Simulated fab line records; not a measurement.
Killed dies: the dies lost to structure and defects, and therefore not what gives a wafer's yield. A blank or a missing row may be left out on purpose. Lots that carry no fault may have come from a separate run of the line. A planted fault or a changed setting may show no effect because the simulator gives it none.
fab line records ; flow ritCmos
record lots=7; wafers=21; lastDay=7
route steps=202 shown NWELL@38 PWELL@39 WELLDRIVE@50 NRETRO@53 M1@202
lots that met no fault: taken from a fault-free run of the same line
startH: start of the lot's first displayed wafer, in hours after the record's first day ; waitH: hours elapsed since this lot's preceding step ; " same as the row above ; L1.1+2: a row that stands for several wafers ; - no value present, or no start provided ; * or withheld: withheld ; < > ~ a bound
route shown NAME@n: names a module that has steps shown in the file, with the first one's number in the route ; usual: mean and standard deviation over wafers with no fault ; same: alike in all rows ; chamber/n: place in a boat ; sites: each site's reading ; _std_site: their standard deviation ; _edge_site: outer sites' mean less inner sites' ; radiusMm: for every site, how far away it sits from the centre of the wafer ; mask NAME#n: copy n ; behind: the tool/chamber that last shaped the wafer ; hold: the reason the lot was held/the length of the hold in hours/how it ended ; device: the n, p or np transistor that did not switch ; end of line: at the end of the route, the tests of the same wafers ; step lacking rows: just its recipe ; killed: not the wafer's yield, but the dies lost to structure and defects at the first sort ; map: the dies of a wafer, with x for killed, . for not killed, _ for no die there
set.NAME: the setting that was run; set.NAME@STEP: the one run at that earlier step ; model.NAME: the simulator's own value behind a step, which no gauge read
lots at some steps of the route; a table a step, a row a wafer
services: a tool's chamber out of use, with start hour (startH, from the record's first day; less than 0 if before it), hours out, and reason
## steps
# step RIT_NWELL_TW_MEAS_10
# usual NWELL_TW=2147/23
lot.wafer;tool;chamber;startH;waitH;NWELL_TW
L603.3;filmMetro-03;-;23.24;0.1;2161
L603.5;filmMetro-03;-;23.24;0.1;2162
L603.6;filmMetro-03;-;23.24;0.1;2174
L605.1;filmMetro-02;-;34.58;0.1;2140
L605.4;filmMetro-02;-;34.58;0.1;2117
L605.6;filmMetro-02;-;34.58;0.1;2129
L612.1;filmMetro-03;-;67.01;0.1;2166
L612.3;filmMetro-03;-;67.01;0.1;2170
L612.4;filmMetro-03;-;67.01;0.1;2153
L613.3;filmMetro-02;-;72.36;0.1;2130
L613.5;filmMetro-02;-;72.36;0.1;2133
L613.6;filmMetro-02;-;72.36;0.1;2127
L614.1;filmMetro-03;-;77.36;0.1;2177
L614.2;filmMetro-03;-;77.36;0.1;2182
L614.6;filmMetro-03;-;77.36;0.1;2171
L616.4;filmMetro-02;-;86.72;0.1;2124
L616.5;filmMetro-02;-;86.72;0.1;2130
L616.6;filmMetro-02;-;86.72;0.1;2119
L623.2;filmMetro-02;-;122.25;0.1;2139
L623.5;filmMetro-02;-;122.25;0.1;2129
L623.6;filmMetro-02;-;122.25;0.1;2130
# step RIT_PWELL_HMDS_00
# recipe primeTimeS=60; primeTempC=140
# step RIT_PWELL_COAT_01
# recipe resist=NOVOLAK; spinRpm=2000; resistThkNm=1300
# step RIT_PWELL_SOFTBAKE_02
# recipe resist=NOVOLAK; tempC=90; timeS=60
# step RIT_PWELL_EXPOSE_03
# recipe maskId=M3; na=0.57; targetCdNm=43700; doseMj=250
# step RIT_PWELL_PEB_04
# recipe resist=NOVOLAK; tempC=withheld; timeS=withheld
# step RIT_PWELL_DEVELOP_05
# recipe resist=NOVOLAK; developTimeS=68; devTempC=23
# step RIT_PWELL_OVL_MEAS_06
# usual PWELL_OVL=0.4/1.6
lot.wafer;tool;chamber;startH;waitH;PWELL_OVL[nm]
L603.3;overlay-02;-;24.17;-;-0.4
L603.5;overlay-02;-;24.17;-;-0.2
L603.6;overlay-02;-;24.17;-;-0.1
L605.1;overlay-01;-;35.65;-;-0.5
L605.4;overlay-01;-;35.65;-;1.9
L605.6;overlay-01;-;35.65;-;1.3
L612.1;overlay-01;-;68.07;-;-1.0
L612.3;overlay-01;-;68.07;-;1.5
L612.4;overlay-01;-;68.07;-;0.5
L613.3;overlay-01;-;73.41;-;2.0
L613.5;overlay-01;-;73.41;-;1.7
L613.6;overlay-01;-;73.41;-;0.2
L614.1;overlay-01;-;78.30;-;-2.4
L614.2;overlay-01;-;78.30;-;0.4
L614.6;overlay-01;-;78.30;-;0.0
L616.4;overlay-02;-;87.85;-;1.3
L616.5;overlay-02;-;87.85;-;2.6
L616.6;overlay-02;-;87.85;-;2.9
L623.2;overlay-01;-;123.31;-;0.6
L623.5;overlay-01;-;123.31;-;-1.4
L623.6;overlay-01;-;123.31;-;0.9
# step RIT_PWELL_HARDBAKE_07
# recipe resist=NOVOLAK; tempC=140; timeS=120
# step RIT_PWELL_IMPLANT_08
# recipe species=B; energyKev=170; doseCm2=7e+13; tiltDeg=7
# step RIT_PWELL_STRIP_09
# recipe chemistry=O2; timeS=180; resist=NOVOLAK; platenTempC=withheld; powerW=500; pressureMtorr=4000; o2FlowSccm=4000
# usual drypumpMotorCurrentA=5.95/0.24
lot.wafer;tool;chamber;startH;waitH;drypumpMotorCurrentA;rfHoursCounterH
L603.3;plasmaAsher-02;1;24.65;0.1;5.94;-
L603.5;plasmaAsher-02;0;24.65;0.1;6.31;-
L603.6;plasmaAsher-02;1;24.65;0.1;5.95;-
L605.1;plasmaAsher-03;0;36.08;0.1;5.89;24
L605.4;plasmaAsher-03;0;36.08;0.1;5.92;-
L605.6;plasmaAsher-03;1;36.08;0.1;5.79;-
L612.1;plasmaAsher-03;0;68.51;0.1;5.90;27
L612.3;plasmaAsher-03;1;68.51;0.1;5.81;-
L612.4;plasmaAsher-03;0;68.51;0.1;5.88;-
L613.3;plasmaAsher-02;0;73.89;0.1;6.32;-
L613.5;plasmaAsher-02;1;73.89;0.1;5.94;-
L613.6;plasmaAsher-02;0;73.89;0.1;6.32;-
L614.1;plasmaAsher-02;1;78.74;0.1;5.91;44
L614.2;plasmaAsher-02;0;78.74;0.1;6.35;44
L614.6;plasmaAsher-02;0;78.74;0.1;6.35;-
L616.4;plasmaAsher-02;1;88.32;0.1;5.93;-
L616.5;plasmaAsher-02;1;88.32;0.1;5.94;-
L616.6;plasmaAsher-02;0;88.32;0.1;6.32;-
L623.2;plasmaAsher-02;1;123.74;0.1;5.94;49
L623.5;plasmaAsher-02;0;123.74;0.1;6.31;-
L623.6;plasmaAsher-02;1;123.74;0.1;5.96;-
# step RIT_PWELL_TW_MEAS_10
# usual PWELL_TW=955/11
lot.wafer;tool;chamber;startH;waitH;PWELL_TW
L603.3;filmMetro-03;-;24.79;0.1;965
L603.5;filmMetro-03;-;24.79;0.1;963
L603.6;filmMetro-03;-;24.79;0.1;972
L605.1;filmMetro-04;-;36.26;0.1;955
L605.4;filmMetro-04;-;36.26;0.1;957
L605.6;filmMetro-04;-;36.26;0.1;958
L612.1;filmMetro-02;-;68.69;0.1;939
L612.3;filmMetro-02;-;68.69;0.1;939
L612.4;filmMetro-02;-;68.69;0.1;941
L613.3;filmMetro-02;-;74.03;0.1;945
L613.5;filmMetro-02;-;74.03;0.1;944
L613.6;filmMetro-02;-;74.03;0.1;941
L614.1;filmMetro-04;-;78.91;0.1;960
L614.2;filmMetro-04;-;78.91;0.1;956
L614.6;filmMetro-04;-;78.91;0.1;956
L616.4;filmMetro-03;-;88.47;0.1;963
L616.5;filmMetro-03;-;88.47;0.1;961
L616.6;filmMetro-03;-;88.47;0.1;966
L623.2;filmMetro-04;-;123.92;0.1;956
L623.5;filmMetro-04;-;123.92;0.1;961
L623.6;filmMetro-04;-;123.92;0.1;955
# step RIT_WELLDRIVE_ANNEAL_00
# recipe tempC=1100; timeS=14700; ambient=N2
# usual spikeTcCentreC=1101.4/1.4; spikeTcSourceC=1128.5/1.5; tubeCenterTempC=1100/0.099; tube_center_temp_C_max=1102.8/0.45
lot.wafer;tool;chamber;startH;waitH;spikeTcCentreC;spikeTcSourceC;tubeCenterTempC;tube_center_temp_C_max
L603.3;furnace-01;0;25.76;1.0;1100.4;1126.7;1100;1103.1
L603.5;furnace-01;0;25.76;1.0;1100.9;1126.9;1099.9;1103.4
L603.6;furnace-01;0;25.76;1.0;1100.7;1124.4;1100.1;1103.7
L605.1;furnace-04;0;37.26;1.0;1101.3;1127.8;1099.9;1102.2
L605.4;furnace-04;0;37.26;1.0;1100.5;1126.9;1100.1;1102.2
L605.6;furnace-04;0;37.26;1.0;1101.2;1129.3;1100.1;1102.8
L612.1;furnace-04;0;69.68;1.0;1114.5;1144.6;1115.1;1118.0
L612.3;furnace-04;0;69.68;1.0;1115.0;1142.6;1115;1117.8
L612.4;furnace-04;0;69.68;1.0;1117.3;1143.7;1115.1;1117.6
L613.3;furnace-03;0;74.86;0.8;1103.0;1130.2;1100;1102.5
L613.5;furnace-03;0;74.86;0.8;1101.3;1130.1;1100;1102.6
L613.6;furnace-03;0;74.86;0.8;1103.0;1129.3;1100.1;1102.8
L614.1;furnace-04;0;79.14;0.2;1114.8;1143.2;1115;1117.9
L614.2;furnace-04;0;79.14;0.2;1116.1;1144.2;1115.1;1117.7
L614.6;furnace-04;0;79.14;0.2;1114.6;1144.0;1115;1117.6
L616.4;furnace-04;0;88.54;0.1;1116.4;1143.4;1115;1117.7
L616.5;furnace-04;0;88.54;0.1;1114.1;1142.2;1115;1118.1
L616.6;furnace-04;0;88.54;0.1;1116.8;1144.6;1114.9;1117.3
L623.2;furnace-01;0;124.60;0.7;1101.5;1126.8;1100;1102.7
L623.5;furnace-01;0;124.60;0.7;1101.9;1126.7;1099.9;1102.6
L623.6;furnace-01;0;124.60;0.7;1100.3;1126.5;1100;1102.2
# step RIT_WELLDRIVE_RS_MEAS_01
# recipe thkMeasGauge=four-point-probe
# usual NWELL_RS=275.3/0.64
lot.wafer;tool;chamber;startH;waitH;NWELL_RS[ohm/sq]
L603.3;filmMetro-04;-;30.88;0.0;274.7
L603.5;filmMetro-04;-;30.88;0.0;275.9
L603.6;filmMetro-04;-;30.88;0.0;274.4
L605.1;filmMetro-03;-;42.34;0.0;274.9
L605.4;filmMetro-03;-;42.34;0.0;275.4
L605.6;filmMetro-03;-;42.34;0.0;275.2
L612.1;filmMetro-02;-;74.76;0.0;260.2
L612.3;filmMetro-02;-;74.76;0.0;260.1
L612.4;filmMetro-02;-;74.76;0.0;260.3
L613.3;filmMetro-02;-;79.98;0.0;274.5
L613.5;filmMetro-02;-;79.98;0.0;275.1
L613.6;filmMetro-02;-;79.98;0.0;275.1
L614.1;filmMetro-03;-;84.22;0.0;259.6
L614.2;filmMetro-03;-;84.22;0.0;258.9
L614.6;filmMetro-03;-;84.22;0.0;259.3
L616.4;filmMetro-02;-;93.68;0.1;258.7
L616.5;filmMetro-02;-;93.68;0.1;259.6
L616.6;filmMetro-02;-;93.68;0.1;259.2
L623.2;filmMetro-04;-;129.70;0.0;276.1
L623.5;filmMetro-04;-;129.70;0.0;275.3
L623.6;filmMetro-04;-;129.70;0.0;276.0
# step RIT_WELLDRIVE_RS_MEAS_02
# recipe thkMeasGauge=four-point-probe
# usual PWELL_RS=429.4/1.3
lot.wafer;tool;chamber;startH;waitH;PWELL_RS[ohm/sq]
L603.3;filmMetro-04;-;31.00;0.1;429.5
L603.5;filmMetro-04;-;31.00;0.1;431.6
L603.6;filmMetro-04;-;31.00;0.1;430.7
L605.1;filmMetro-03;-;42.46;0.1;431.8
L605.4;filmMetro-03;-;42.46;0.1;430.6
L605.6;filmMetro-03;-;42.46;0.1;430.9
L612.1;filmMetro-02;-;74.88;0.1;413.8
L612.3;filmMetro-02;-;74.88;0.1;413.2
L612.4;filmMetro-02;-;74.88;0.1;413.3
L613.3;filmMetro-02;-;80.10;0.1;429.6
L613.5;filmMetro-02;-;80.10;0.1;429.1
L613.6;filmMetro-02;-;80.10;0.1;429.6
L614.1;filmMetro-03;-;84.34;0.1;412.5
L614.2;filmMetro-03;-;84.34;0.1;412.0
L614.6;filmMetro-03;-;84.34;0.1;413.4
L616.4;filmMetro-02;-;93.80;0.1;412.5
L616.5;filmMetro-02;-;93.80;0.1;412.7
L616.6;filmMetro-02;-;93.80;0.1;412.7
L623.2;filmMetro-04;-;129.82;0.1;431.4
L623.5;filmMetro-04;-;129.82;0.1;429.4
L623.6;filmMetro-04;-;129.82;0.1;430.1
# step RIT_NRETRO_HMDS_00
# recipe primeTimeS=60; primeTempC=140
# step RIT_M1_PROBE_99
# usual killedAtContacts=0.1/0.24; killedAtFrontEnd=7/3.2; killedDies=7/3.2; killedOpen=3.6/2.1; killedShort=3.5/2
# same grossDies=264; killed_at_M0_to_M3=0; killed_at_M4_up=0; killedAtBackSide=0; killedAtOther=0
lot.wafer;tool;chamber;startH;waitH;killedAtContacts;killedAtFrontEnd;killedDies;killedOpen;killedShort;model.etest.nwellPinched.rsOhmSq;model.etest.pwellPinched.rsOhmSq;model.etest.pwell.rsOhmSq;model.etest.fieldN.vtV;model.etest.fieldPMetal.vtV;model.etest.isoNwellNwell.bvV;model.etest.fieldP.vtV;model.etest.diodePplusNwell.bvV
L603.3;prober-02;-;62.06;0.2;0;2;2;2;0;345;463;411.9;34.83;-29.55;22.05;-13.18;6.701
L603.5;prober-02;-;62.16;0.2;0;8;8;5;3;341.6;452.8;411.2;34.52;-30.6;22.12;-13.14;6.681
L603.6;prober-02;-;62.21;0.2;0;7;7;4;3;338.7;462.2;413.3;33.64;-31.12;21.96;-13.23;6.708
L605.1;prober-02;-;72.42;0.1;0;12;12;5;7;335.7;458.4;414;34.86;-29.09;22.13;-12.82;6.629
L605.4;prober-02;-;72.57;0.2;0;8;8;5;3;337.6;462.7;413.4;34.64;-29.83;21.86;-12.79;6.542
L605.6;prober-02;-;72.67;0.2;0;6;6;4;2;334.2;453.3;408.2;34.79;-29.64;22.14;-12.82;6.535
L612.1;prober-01;-;103.71;0.1;0;8;8;3;5;310.9;438.7;394.5;31.36;-30.67;23.03;-13.29;6.897
L612.3;prober-01;-;103.81;0.2;0;6;6;2;4;309.3;446.1;397.9;31.38;-30.56;22.75;-13.25;6.921
L612.4;prober-01;-;103.86;0.2;0;10;10;4;6;311;440.7;400.1;31.6;-31.17;22.88;-13.28;6.909
L613.3;prober-02;-;111.38;0.2;0;6;6;3;3;341.1;461.3;412.1;35.06;-29.14;22.24;-13.08;6.684
L613.5;prober-02;-;111.48;0.2;0;8;8;4;4;334.5;456.7;415.8;34.63;-30.58;22.02;-13.07;6.627
L613.6;prober-02;-;111.53;0.2;0;9;9;1;8;337.9;453.9;412.6;34.47;-30.4;21.85;-13.07;6.586
L614.1;prober-01;-;112.94;0.1;0;6;6;1;5;307.1;433.5;398.8;31.96;-30.43;22.81;-13.08;6.759
L614.2;prober-01;-;112.99;0.1;0;9;9;4;5;304.4;435.6;398.5;32.38;-30.12;22.82;-13.17;6.728
L614.6;prober-01;-;113.19;0.2;1;10;11;5;6;306.4;434.3;400;32.34;-30.78;22.92;-13.14;6.747
L616.4;prober-01;-;125.23;0.2;0;11;11;10;1;306.8;439.5;400.5;32.35;-31.61;22.59;-13.7;6.748
L616.5;prober-01;-;125.28;0.2;0;9;9;4;5;308.8;440.4;395.4;32.04;-31.66;22.55;-13.66;6.886
L616.6;prober-01;-;125.33;0.2;0;4;4;1;3;306.1;439.9;398.9;32.7;-31.71;22.83;-13.76;6.88
L623.2;prober-02;-;162.26;0.1;0;9;9;3;6;336.3;452.1;413.9;35.51;-27.92;22.55;-12.38;6.556
L623.5;prober-02;-;162.41;0.2;0;10;10;3;7;340.7;455.2;412.1;35.27;-27.94;22.35;-12.35;6.583
L623.6;prober-02;-;162.46;0.2;1;5;6;4;2;336.6;445;410.3;35.29;-28.11;22.49;-12.34;6.547
# killed by level:class
L603.3 FOX1:geometricParticle:open=1 GATE:geometricParticle:open=1
L603.5 GATE:geometricParticle:open=2 GATE:geometricParticle:short=2 REOX:geometricParticle:open=2 REOX:geometricParticle:short=1 SPACER:geometricParticle:open=1
L603.6 FOX1:geometricParticle:open=2 GATE:geometricParticle:short=2 GATE:geometricParticle:open=1 SPACER:geometricParticle:open=1 SILICIDE:geometricParticle:short=1
L605.1 SILICIDE:geometricParticle:open=3 FOX1:geometricParticle:short=2 FOX2:geometricParticle:short=2 GATE:geometricParticle:short=2 GATE:geometricParticle:open=1 REOX:geometricParticle:short=1 REOX:geometricParticle:open=1
L605.4 GATE:geometricParticle:short=2 GATE:geometricParticle:open=2 SPACER:geometricParticle:open=2 REOX:geometricParticle:short=1 REOX:geometricParticle:open=1
L605.6 FOX2:geometricParticle:open=2 SPACER:geometricParticle:short=2 GATE:geometricParticle:open=1 SPACER:geometricParticle:open=1
L612.1 GATE:geometricParticle:short=3 GATE:geometricParticle:open=2 FOX1:geometricParticle:short=1 FOX1:geometricParticle:open=1 FOX2:geometricParticle:short=1
L612.3 GATE:geometricParticle:open=2 GATE:geometricParticle:short=2 FOX1:geometricParticle:short=1 FOX2:geometricParticle:short=1
L612.4 FOX1:geometricParticle:short=3 GATE:geometricParticle:open=2 SILICIDE:geometricParticle:short=2 GATE:geometricParticle:short=1 SPACER:geometricParticle:open=1 SILICIDE:geometricParticle:open=1
L613.3 SILICIDE:geometricParticle:open=2 FOX2:geometricParticle:short=1 GATE:geometricParticle:open=1 GATE:geometricParticle:short=1 SILICIDE:geometricParticle:short=1
L613.5 GATE:geometricParticle:open=4 GATE:geometricParticle:short=2 FOX1:geometricParticle:short=1 FOX2:geometricParticle:short=1
L613.6 GATE:geometricParticle:short=3 SPACER:geometricParticle:short=2 FOX1:geometricParticle:short=1 GATE:geometricParticle:open=1 REOX:geometricParticle:short=1 SILICIDE:geometricParticle:short=1
L614.1 SPACER:geometricParticle:short=3 GATE:geometricParticle:short=2 GATE:geometricParticle:open=1
L614.2 GATE:geometricParticle:short=2 REOX:geometricParticle:open=2 SPACER:geometricParticle:open=2 REOX:geometricParticle:short=1 SPACER:geometricParticle:short=1 SILICIDE:geometricParticle:short=1
L614.6 GATE:geometricParticle:short=3 GATE:geometricParticle:open=2 SILICIDE:geometricParticle:open=2 FOX2:geometricParticle:short=1 SPACER:geometricParticle:short=1 SPACER:geometricParticle:open=1 CONTACT:geometricParticle:short=1
L616.4 GATE:geometricParticle:open=4 FOX2:geometricParticle:open=2 SILICIDE:geometricParticle:open=2 FOX1:geometricParticle:open=1 GATE:geometricParticle:short=1 REOX:geometricParticle:open=1
L616.5 GATE:geometricParticle:short=2 FOX1:geometricParticle:open=1 FOX2:geometricParticle:short=1 REOX:geometricParticle:open=1 SPACER:geometricParticle:short=1 SILICIDE:geometricParticle:open=1 SILICIDE:geometricParticle:short=1 STARTING-WAFER:geometricParticle:open=1
L616.6 GATE:geometricParticle:short=3 SPACER:geometricParticle:open=1
L623.2 GATE:geometricParticle:short=2 SPACER:geometricParticle:open=2 SPACER:geometricParticle:short=2 FOX1:geometricParticle:short=1 FOX2:geometricParticle:short=1 GATE:geometricParticle:open=1
L623.5 SILICIDE:geometricParticle:open=3 GATE:geometricParticle:short=2 SPACER:geometricParticle:short=2 SILICIDE:geometricParticle:short=2 REOX:geometricParticle:short=1
L623.6 GATE:geometricParticle:open=3 SPACER:geometricParticle:short=2 CONTACT:geometricParticle:open=1
## services
tool;chamber;startH;hours;kind
furnace-01;-;22.12;3.6;pm
plasmaAsher-03;-;27.07;0.7;repair
furnace-04;-;28.30;3.6;pm
plasmaAsher-02;-;33.44;0.7;repair
plasmaAsher-03;-;109.64;4.5;repair
## key
firstSign step=RIT_WELLDRIVE_ANNEAL_00; reading=tubeCenterTempC; direction=up; sigmas=99+; usual=*; struck=*
effect step=RIT_WELLDRIVE_ANNEAL_00; reading=tube_center_temp_C_max; direction=up; sigmas=33; usual=*; struck=*
effect step=RIT_WELLDRIVE_RS_MEAS_01; reading=NWELL_RS; direction=down; sigmas=25; usual=275.3; struck=259.5
effect step=RIT_WELLDRIVE_RS_MEAS_02; reading=PWELL_RS; direction=down; sigmas=13; usual=429.4; struck=412.9
modelEffect step=RIT_M1_PROBE_99; value=etest.nwellPinched.rsOhmSq; without=336.4; struck=307.9
metAt RIT_WELLDRIVE_ANNEAL_00
struckWafers L612.1,L612.3,L612.4,L614.1,L614.2,L614.6,L616.4,L616.5,L616.6
testerLeftOut L612,L614,L616
fault kind=processParameterDrift; tool=furnace-04; chamber=-; onsetH=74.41; steps=RIT_WELLDRIVE_ANNEAL_00; channel=tempC; offset=*; shape=step; endH=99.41; actsIn=*; stated=*
# testerLeftOut: of these lots the tester's yield and bins aren't shown, on N5 and GAA mostly nor the transistor test; their killed dies are dies lost to structure and defects alone, not to doping, threshold or leakage, so they don't give the yield
